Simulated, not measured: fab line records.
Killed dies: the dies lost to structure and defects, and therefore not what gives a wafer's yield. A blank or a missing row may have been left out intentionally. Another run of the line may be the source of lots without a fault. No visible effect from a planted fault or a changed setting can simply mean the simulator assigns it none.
Split-lot trial || flow ritCmos || on a route of 202 steps: 5 lots, 23 wafers read

THE SPLIT ITSELF
At RIT_CONTACT_EXPOSE_05 (exposes mask M11, target cd 1000 nm), the setting doseMj was moved away from the recipe's 250 on 9 of the 23 wafers read, by -5.8% to +2.6%. The other wafers ran this setting at the recipe's value.

FROM THE SPLIT TO THE READING: what the file shows between them, 6 steps
- RIT_CONTACT_PEB_06
- RIT_CONTACT_DEVELOP_07: develop time 120 s
- RIT_CONTACT_CD_MEAS_08: target cd 1000 nm
- RIT_CONTACT_HARDBAKE_10: time 60 s
- RIT_CONTACT_ETCH_11: etches SiO2 in CHF3/CF4/Ar, stops on TiSi2, target depth 480 nm, time 320 s
- RIT_CONTACT_STRIP_12: strips in O2, time 180 s

THE READING
At RIT_CONTACT_CD_MEAS_90: cdNm in nanometres, against a target cd of 1000 nm. Typical for fault-free wafers on this fab line: 999.8 nm, with standard deviation 1.8 nm.

{"wafer": "L077.1", "tool, chamber at the split": "ilineStepper-01, 0", "doseMj as run": 237.6, "against the recipe": "-5.0%", "cdNm, nm": 984.5, "against lot-mates on the recipe": -14.1}
{"wafer": "L077.3", "tool, chamber at the split": "ilineStepper-01, 0", "doseMj as run": 237.6, "against the recipe": "-5.0%", "cdNm, nm": 984.0, "against lot-mates on the recipe": -14.6}
{"wafer": "L077.4", "tool, chamber at the split": "ilineStepper-01, 0", "doseMj as run": 237.6, "against the recipe": "-5.0%", "cdNm, nm": 985.7, "against lot-mates on the recipe": -12.9}
{"wafer": "L077.5", "tool, chamber at the split": "ilineStepper-01, 0", "doseMj as run": 250, "against the recipe": "recipe", "cdNm, nm": 997.9, "against lot-mates on the recipe": "-"}
{"wafer": "L077.6", "tool, chamber at the split": "ilineStepper-01, 0", "doseMj as run": 250, "against the recipe": "recipe", "cdNm, nm": 999.4, "against lot-mates on the recipe": "-"}
{"wafer": "L076.1", "tool, chamber at the split": "ilineStepper-02, 0", "doseMj as run": 250, "against the recipe": "recipe", "cdNm, nm": 1001.9, "against lot-mates on the recipe": "-"}
{"wafer": "L076.2", "tool, chamber at the split": "ilineStepper-02, 0", "doseMj as run": 250, "against the recipe": "recipe", "cdNm, nm": 1001.6, "against lot-mates on the recipe": "-"}
{"wafer": "L076.3", "tool, chamber at the split": "ilineStepper-02, 0", "doseMj as run": 250, "against the recipe": "recipe", "cdNm, nm": 1000.1, "against lot-mates on the recipe": "-"}
{"wafer": "L076.4", "tool, chamber at the split": "ilineStepper-02, 0", "doseMj as run": 250, "against the recipe": "recipe", "cdNm, nm": 1001.2, "against lot-mates on the recipe": "-"}
{"wafer": "L076.5", "tool, chamber at the split": "ilineStepper-02, 0", "doseMj as run": 250, "against the recipe": "recipe", "cdNm, nm": 1000.8, "against lot-mates on the recipe": "-"}
{"wafer": "L078.1", "tool, chamber at the split": "ilineStepper-01, 0", "doseMj as run": 235.6, "against the recipe": "-5.8%", "cdNm, nm": 979.1, "against lot-mates on the recipe": -19.0}
{"wafer": "L078.2", "tool, chamber at the split": "ilineStepper-01, 0", "doseMj as run": 250, "against the recipe": "recipe", "cdNm, nm": 997.0, "against lot-mates on the recipe": "-"}
{"wafer": "L078.3", "tool, chamber at the split": "ilineStepper-01, 0", "doseMj as run": 235.6, "against the recipe": "-5.8%", "cdNm, nm": 981.9, "against lot-mates on the recipe": -16.2}
{"wafer": "L078.4", "tool, chamber at the split": "ilineStepper-01, 0", "doseMj as run": 235.6, "against the recipe": "-5.8%", "cdNm, nm": 980.9, "against lot-mates on the recipe": -17.2}
{"wafer": "L078.5", "tool, chamber at the split": "ilineStepper-01, 0", "doseMj as run": 250, "against the recipe": "recipe", "cdNm, nm": 999.3, "against lot-mates on the recipe": "-"}
{"wafer": "L079.1", "tool, chamber at the split": "ilineStepper-01, 0", "doseMj as run": 250, "against the recipe": "recipe", "cdNm, nm": 1003.2, "against lot-mates on the recipe": "-"}
{"wafer": "L079.5", "tool, chamber at the split": "ilineStepper-01, 0", "doseMj as run": 250, "against the recipe": "recipe", "cdNm, nm": 1004.8, "against lot-mates on the recipe": "-"}
{"wafer": "L079.6", "tool, chamber at the split": "ilineStepper-01, 0", "doseMj as run": 250, "against the recipe": "recipe", "cdNm, nm": 1000.9, "against lot-mates on the recipe": "-"}
{"wafer": "L082.1", "tool, chamber at the split": "ilineStepper-01, 0", "doseMj as run": 250, "against the recipe": "recipe", "cdNm, nm": 1002.0, "against lot-mates on the recipe": "-"}
{"wafer": "L082.2", "tool, chamber at the split": "ilineStepper-01, 0", "doseMj as run": 256.5, "against the recipe": "+2.6%", "cdNm, nm": 1006.7, "against lot-mates on the recipe": "+5.8"}
{"wafer": "L082.3", "tool, chamber at the split": "ilineStepper-01, 0", "doseMj as run": 250, "against the recipe": "recipe", "cdNm, nm": 999.8, "against lot-mates on the recipe": "-"}
{"wafer": "L082.4", "tool, chamber at the split": "ilineStepper-01, 0", "doseMj as run": 256.5, "against the recipe": "+2.6%", "cdNm, nm": 1006.7, "against lot-mates on the recipe": "+5.8"}
{"wafer": "L082.6", "tool, chamber at the split": "ilineStepper-01, 0", "doseMj as run": 256.5, "against the recipe": "+2.6%", "cdNm, nm": 1004.2, "against lot-mates on the recipe": "+3.3"}

THE FIT
A straight line over all 23 wafers: cdNm changes by +3.14 nm for each +1% of doseMj; r = +0.97; the points scatter about the line by 2.1 nm.
The same after taking each lot's own level away (the mean of its wafers on the recipe; 23 wafers): +2.77 nm for each +1%; r = +0.98; scatter 1.4 nm.
That fit puts the effect of the largest move of doseMj on the reading at 16 nm.
Measured against the standard deviation above, the lots' own levels, which go from 998.15 to 1002.97 nm, span 2.7 times it.
So the slope is not independent of the lot-to-lot level: the two fits are not the same.
Check: -15.9 nm against its lot-mates is what the line predicts for one of the wafers moved furthest among these (-5.8%) when that wafer is left out of the fit. Against them it came out at -19 nm.

OTHER SPLITS APPLIED TO THESE WAFERS
These wafers also went through other splits before the reading. Each is held against what the fit with the lots' levels taken away leaves over:
{"other split on the same wafers": "RIT_SDANNEAL_CLEAN_00 tempC", "wafers away from the commonest value": 15, "r with cdNm (lot level and that fit taken away)": "+0.02"}
{"other split on the same wafers": "RIT_SILICIDE_SPUTTER_01 timeS", "wafers away from the commonest value": 6, "r with cdNm (lot level and that fit taken away)": "+0.14"}

THE WHOLE CHAIN: every reading that the file lists as answering this split, in the file's order
{"step": "RIT_CONTACT_CD_MEAS_08", "what it does": "target cd 1000 nm", "reading": "cdNm", "change (the file's fit)": "+2.85 nm for each +1% of the setting", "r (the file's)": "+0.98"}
{"step": "RIT_CONTACT_ETCH_11", "what it does": "etches SiO2 in CHF3/CF4/Ar, stops on TiSi2, target depth 480 nm, time 320 s", "reading": "CONTACT.cdNm (the simulator's own value, which no gauge read)", "change (the file's fit)": "+2.8 nm for each +1% of the setting", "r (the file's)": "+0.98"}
{"step": "RIT_CONTACT_CD_MEAS_90", "what it does": "target cd 1000 nm", "reading": "cdNm", "change (the file's fit)": "+2.84 nm for each +1% of the setting", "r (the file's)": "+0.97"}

THE FILE'S OWN FIT
cdNm changes by +2.84 nm for each +1% of doseMj, r = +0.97.
